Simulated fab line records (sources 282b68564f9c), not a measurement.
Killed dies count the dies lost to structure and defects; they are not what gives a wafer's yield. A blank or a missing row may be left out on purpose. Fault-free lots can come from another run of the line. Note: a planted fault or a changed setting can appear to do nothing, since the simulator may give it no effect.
What tool caused it? / flow rit-cmos / 18 wafers from 6 lots sampled at 2 of the route's 202 steps

## WHAT THE GAUGES SHOWED, per wafer
RIT_GATE_CD_MEAS_16: target cd 150 nm.
lot=L649; measured=day 3 03:23; on=cd-sem-02; cd-nm (nm)=146.1 145.3 145.9
lot=L653; measured=day 3 20:32; on=cd-sem-02; cd-nm (nm)=148.2 151.5 152.1
lot=L656; measured=day 4 10:53; on=cd-sem-01; cd-nm (nm)=149.8 148.8 147.5
lot=L658; measured=day 4 21:24; on=cd-sem-02; cd-nm (nm)=151.2 152.4 150.1
lot=L660; measured=day 5 09:23; on=cd-sem-02; cd-nm (nm)=146.3 145.4 146.8
lot=L668; measured=day 7 09:46; on=cd-sem-01; cd-nm (nm)=135.6 72.9 103.1

## WHAT TOOL EACH LOT RAN ON (gives the tool, then ch and the chambers of the sampled wafers, and finally the start)
lot=L649; RIT_GATE_EXPOSE_13=iline-stepper-01 ch 0, day 3 02:50
lot=L653; RIT_GATE_EXPOSE_13=iline-stepper-01 ch 0, day 3 20:08
lot=L656; RIT_GATE_EXPOSE_13=iline-stepper-02 ch 0, day 4 10:29
lot=L658; RIT_GATE_EXPOSE_13=iline-stepper-01 ch 0, day 4 20:59
lot=L660; RIT_GATE_EXPOSE_13=iline-stepper-02 ch 0, day 5 08:59
lot=L668; RIT_GATE_EXPOSE_13=iline-stepper-01 ch 0, day 7 09:20
- RIT_GATE_EXPOSE_13: exposes mask M6, target cd 150 nm.

## THE ANSWER, worked out from the rows above alone
Rule: the usual values come from the lots themselves. The widest of any qualifying gaps counts: lots, ordered by their means at a reading, are off when they make up no more than a third of the lots, leave a main group of 4 or more, and stand apart from it by 3 or more times the standard deviation of that group's means. Not used: any main group whose means are identical at the precision the tables above print for the reading. A lot without any number at a reading at which 4 lots or more have one is off too. Any other lot the step has rows for is counted as sound.
Off: L668 (RIT_GATE_CD_MEAS_16, cd-nm). The main group has a mean of 148.5 nm with a standard deviation of 2.2.
A tool fits if, at a process step before that reading, it ran every lot that is off, and no sound lot after the first of them. The gauges at RIT_GATE_CD_MEAS_16 are tried like those tools. Undecided on this evidence; 2 tools fit (iline-stepper-01 at RIT_GATE_EXPOSE_13, cd-sem-01 at RIT_GATE_CD_MEAS_16).

## WHAT HAD BEEN PUT IN BY THE SIMULATOR
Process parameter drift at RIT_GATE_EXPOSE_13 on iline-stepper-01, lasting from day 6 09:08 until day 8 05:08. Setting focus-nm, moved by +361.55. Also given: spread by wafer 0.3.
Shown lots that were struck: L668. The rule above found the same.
